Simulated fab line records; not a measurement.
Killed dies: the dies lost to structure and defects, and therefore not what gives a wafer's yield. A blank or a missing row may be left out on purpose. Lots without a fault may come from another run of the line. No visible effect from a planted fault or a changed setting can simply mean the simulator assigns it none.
A lot that was struck, set against a sound lot	flow rit-cmos	18 out of 202 route steps
Sound: the wafers L230.1, L230.3, L230.4. Struck: wafers L226.1, L226.3, L226.4. The cause comes at the end.
At each step with rows: each side's tool, then ch and its chambers, then its first start. Under that, the readings that differ: sound wafers	struck wafers	difference of the means	sigmas: that difference in standard deviations of wafers without a fault.
alike: words and numbers the same on both sides, and readings whose means are apart by under 2 such deviations; not compared: readings that were withheld, readings missing a value for some wafer, numbers with overlapping values and no deviation given by the record, and bounds like >300 which may hide the same value.
Wherever a step has rows on one side only, a row that says differs or no value, or a row with sigmas, the two part there. Numbers that don't overlap but have no deviation are shown without sigmas and don't part them. Lack of a reading on every wafer of one side parts them only where that side has two or more wafers.

first, 1 step without rows for these wafers: RIT_GATE_HARDBAKE_18 (time 60 s).
RIT_GATE_ETCH_19: etches poly-Si in SF6/CHF3/O2, stops on SiO2, time 165 s, target depth 312.5 nm.
  sound on rie-si-01 ch 0,1,3, day 6 16:59; struck on rie-si-01 ch 0,2,3, day 5 22:04
  alike: SF6_flow_sccm, drypump-motor-current-A, oes-product-au, throttle-valve-pct
  not compared: rf-hours-counter-h
RIT_GATE_STRIP_20: strips in O2, time 180 s.
  sound on plasma-asher-02 ch 0,1, day 6 17:05; struck on plasma-asher-01 ch 0,1, day 5 22:11
  alike: drypump-motor-current-A, o2-flow-sccm
  not compared: rf-hours-counter-h
RIT_GATE_CD_MEAS_90: target cd 150 nm.
  struck on cd-sem-02, day 5 22:22; sound on cd-sem-02, day 6 17:16
  alike: cd-nm
then, 4 steps without rows for these wafers: RIT_REOX_CLEAN_00 (cleans in SC1, time 600 s); RIT_REOX_CLEAN_01 (cleans in dHF, time 30 s); RIT_REOX_CLEAN_02 (cleans in SC2, time 600 s); RIT_REOX_OXIDATION_03 (target thk 25.2 nm, ox time 5580 s).
RIT_REOX_THK_MEAS_04:
  struck on film-metro-01, day 6 01:23; sound on film-metro-01, day 6 21:22
  alike: REOX_OXIDE_THK
then, 3 steps without rows for these wafers: RIT_NLDD_HMDS_00 (prime time 60 s); RIT_NLDD_COAT_01 (resist thk 1000 nm); RIT_NLDD_SOFTBAKE_02 (time 60 s).
RIT_NLDD_EXPOSE_03: exposes mask M7, target cd 40700 nm.
  sound on iline-stepper-02 ch 0, day 6 21:59; struck on iline-stepper-01 ch 0, day 6 02:02
reading	sound	struck	difference	sigmas
model.NLDD.overlay-x-nm (nm)	-0.02116 -0.02116 -0.02116	-151.1 -151.1 -151.1	-151.1	
  alike: mask
then, 2 steps without rows for these wafers: RIT_NLDD_PEB_04; RIT_NLDD_DEVELOP_05 (develop time 50 s).
RIT_NLDD_OVL_MEAS_06:
  struck on overlay-01, day 6 02:26; sound on overlay-01, day 6 22:23
reading	sound	struck	difference	sigmas
NLDD_OVL (nm)	-0.1 0.3 0.5	-151.8 -151.0 -149.8	-151.1	-99 or more
then, 1 step without rows for these wafers: RIT_NLDD_HARDBAKE_07 (time 60 s).
RIT_M1_PROBE_99:
  struck on prober-01, day 6 18:40; sound on prober-01, day 7 14:40
reading	sound	struck	difference	sigmas
model.etest.nldd.width-nm (nm)	3167 3146 3169	3104 3116 3119	-48	
  alike: killed_at_M0_to_M3, killed-at-contacts, killed-at-front-end, killed-dies, killed-open, killed-short

== WHERE THEY PART ==
Within this record, at RIT_NLDD_OVL_MEAS_06 only. Later steps at which nothing parts them and some readings are alike: RIT_M1_PROBE_99.

WHY: whatever the simulator had introduced
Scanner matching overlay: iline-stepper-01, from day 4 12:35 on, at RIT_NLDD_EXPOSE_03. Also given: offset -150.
